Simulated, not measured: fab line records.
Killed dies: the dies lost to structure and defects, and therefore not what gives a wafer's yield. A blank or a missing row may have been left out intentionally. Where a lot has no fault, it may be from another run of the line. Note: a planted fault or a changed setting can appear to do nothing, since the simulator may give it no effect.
2 desks, one fault ; flow berkeley_cmos170 ; each desk has only its own numbers; what lay behind them comes last

== THE METROLOGY DESK ==
What the gauges read, lot by lot, whatever tool the lot ran on: means of the sampled wafers that have a number. The brackets show how far a lot's mean lies from the usual mean; more than 4 standard deviations puts the lot out of limits, marked OUT.
Columns: A = PWELL_TW at UCB170_PWELL_TW_MEAS_17, usual 380.0; B = PFIELD_TW at UCB170_PFIELD_TW_MEAS_09, usual 603.3; C = FIELD_OXIDE_LEFT_1_THK at UCB170_FIELD_THK_MEAS_90, usual 448 nm
lot;first seen here;A;B;C
L241;day 3 15:16;378.9;602.6;451
L243;day 3 22:17;380.4;603.7;455
L242;day 4 00:44;379.9;603.1;448
L244;day 4 17:37;379.8;602.4;455
L248;day 4 17:58;379.0;603.4;459
L249;day 4 18:32;381.0;601.8;452
L247;day 4 22:44;375.4;602.7;459
L251;day 5 07:38;381.2;672.6 (+28) OUT;444
L252;day 5 19:40;380.2;599.9;442
L253;day 5 23:19;377.8;670.6 (+27) OUT;457
L256;day 6 10:38;381.5;675.0 (+29) OUT;458
L257;day 6 21:32;380.9;598.9;461
L260;day 7 10:05;380.0;600.7;435
L261;day 7 21:25;381.5;605.6;443
L263;day 8 04:29;380.4;606.3;439
This desk reports L251, L253, L256 out of limits; the earliest was L251 at day 6 23:35 (PFIELD_TW at UCB170_PFIELD_TW_MEAS_09). L241, L243, L242, L244, L248, L249, L247, L252, L257, L260, L261, L263: within limits.

== THE TOOL OWNER'S DESK: implanter-04 ==
The tool's own readings at UCB170_PFIELD_IMPLANT_07: means of the sampled wafers that have a number, for each lot that ran on this tool. The brackets show how far a lot's mean lies from the usual mean; more than 4 standard deviations puts the lot out of limits, marked OUT.
Columns: A = dose_ions_cm2 at UCB170_PFIELD_IMPLANT_07, usual 1.9999e+13; B = faraday_current_uA at UCB170_PFIELD_IMPLANT_07, usual 63.4
lot;first seen here;A;B
L243;day 5 16:14;2.0005e+13;62.6
L249;day 6 12:39;1.9997e+13;62.9
L247;day 6 14:51;2.0017e+13;63.5
L251;day 6 23:20;2.8412e+13 (+99 or more) OUT;91.6 (+20) OUT
L253;day 7 07:32;2.8396e+13 (+99 or more) OUT;89.5 (+19) OUT
L256;day 7 19:04;2.8360e+13 (+99 or more) OUT;89.6 (+19) OUT
Finding of this desk: L251, L253, L256 out of limits; the first was L251 at day 6 23:20, on dose_ions_cm2 at UCB170_PFIELD_IMPLANT_07. L243, L249, L247: within limits.

== BROUGHT TOGETHER ==
On L251, L253, L256, at day 6 23:20, an alarm was possible from the tool owner's desk.
On L251, L253, L256, the metrology desk was in a position to raise an alarm at day 6 23:35.
On implanter-04, each named lot ran UCB170_PFIELD_IMPLANT_07.

== WHAT HAD BEEN PUT IN BY THE SIMULATOR ==
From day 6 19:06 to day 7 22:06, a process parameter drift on implanter-04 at UCB170_PFIELD_IMPLANT_07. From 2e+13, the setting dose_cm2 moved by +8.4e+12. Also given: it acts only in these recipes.
Struck lots among those shown: L251, L253, L256.
Hours from the fault's start to each desk's first reading out of limits: the tool owner's desk, 4; the metrology desk, 4.
